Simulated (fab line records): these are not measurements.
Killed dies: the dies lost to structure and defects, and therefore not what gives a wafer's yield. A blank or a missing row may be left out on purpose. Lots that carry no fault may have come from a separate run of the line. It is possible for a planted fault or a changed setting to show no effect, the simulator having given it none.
Problem report, 8D (eight disciplines) form, completed by code || flow berkeleyCmos170 || the parts of the form that need people (team, actions taken, sign-off) are left out

## 1. WHAT IS WRONG
Mean of oesProductAu at UCB170_M2_ETCH_17: 1.250 a.u. across 6 wafers in 2 lots; on wafers with no fault it is 1.009 a.u. (standard deviation 0.018). That is +13 standard deviations from the usual mean.
The step: etches BARC in N2/H2.
Seen first at day 11 00:53 on rieDiel-03, wafer L938.1. At this step, 18 wafers from 6 lots have a number in the record. Rule for "out" (also "out of limits"): further than 4 standard deviations from the usual mean. The rest of the wafers with a number are treated as sound.

## 2. WHAT IT IS; WHAT IT IS NOT
{"question": "which readings at this step", "is": "oesProductAu", "is not": "chamberPressureMTorr, drypumpMotorCurrentA, throttleValvePct"}
{"question": "which lots", "is": "L938, L944", "is not": "L933, L940, L948, L950"}
{"question": "which wafers of those lots", "is": "all that have a number", "is not": "-"}
{"question": "read on which tools", "is": "rieDiel-03", "is not": "rieDiel-02"}
{"question": "when", "is": "from day 11 00:53", "is not": "up to then (6 sound wafers); but 6 sound wafers of L948, L950 came after"}

## 3. THE SUSPECTS, EACH WITH WHAT RULES IT OUT
Counting: a tool stays on the suspect list if, at a process step up to the reading, it processed all lots that are out and no sound lot following the first of them.
- plasmaAsher-01 at UCB170_M2_STRIP_07 (strips in O2): ruled out as a lasting fault. Following L938 (day 10 23:00), the first lot on it that is out, the sound lots L950 were run on it.
- rieDiel-03 at UCB170_M2_ETCH_17 (etches BARC in N2/H2): kept. It processed each lot that is out, first L938 at day 11 00:53, and no sound lot thereafter; up to then, the last sound lot it processed was L940 at day 11 00:12. On those wafers its own readings are out: oesProductAu.
After counting, what remains is rieDiel-03 at UCB170_M2_ETCH_17.

## 4. THE CAUSE (what the simulator had put in)
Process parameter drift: rieDiel-03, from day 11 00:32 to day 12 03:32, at UCB170_M2_ETCH_17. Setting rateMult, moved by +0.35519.
Only this tool survived the counting.

## 5. SEQUENCE OF EFFECTS, ordered by route
One row per reading whose mean, taken over the struck wafers that have a number, lies over 3 standard deviations from the usual. Only readings for which the record gives a usual standard deviation are gone through. hours: the time from each lot's start at the first step in this table that gives one to its start at this step, as a median over the lots. sigmas: the change in usual standard deviations.
{"hours": 0, "step": "UCB170_M2_ETCH_17", "reading": "oesProductAu", "usual": "1.009 a.u.", "on struck wafers": 1.250, "change": "+0.241", "sigmas": "+13"}
Process steps it contains:
- UCB170_M2_ETCH_17: etches BARC in N2/H2.

## 6. WHAT WOULD HAVE CAUGHT IT SOONER
0 hours passed between the start of the fault at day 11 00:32 and the first reading out of limits in this record, taken at day 11 00:53.
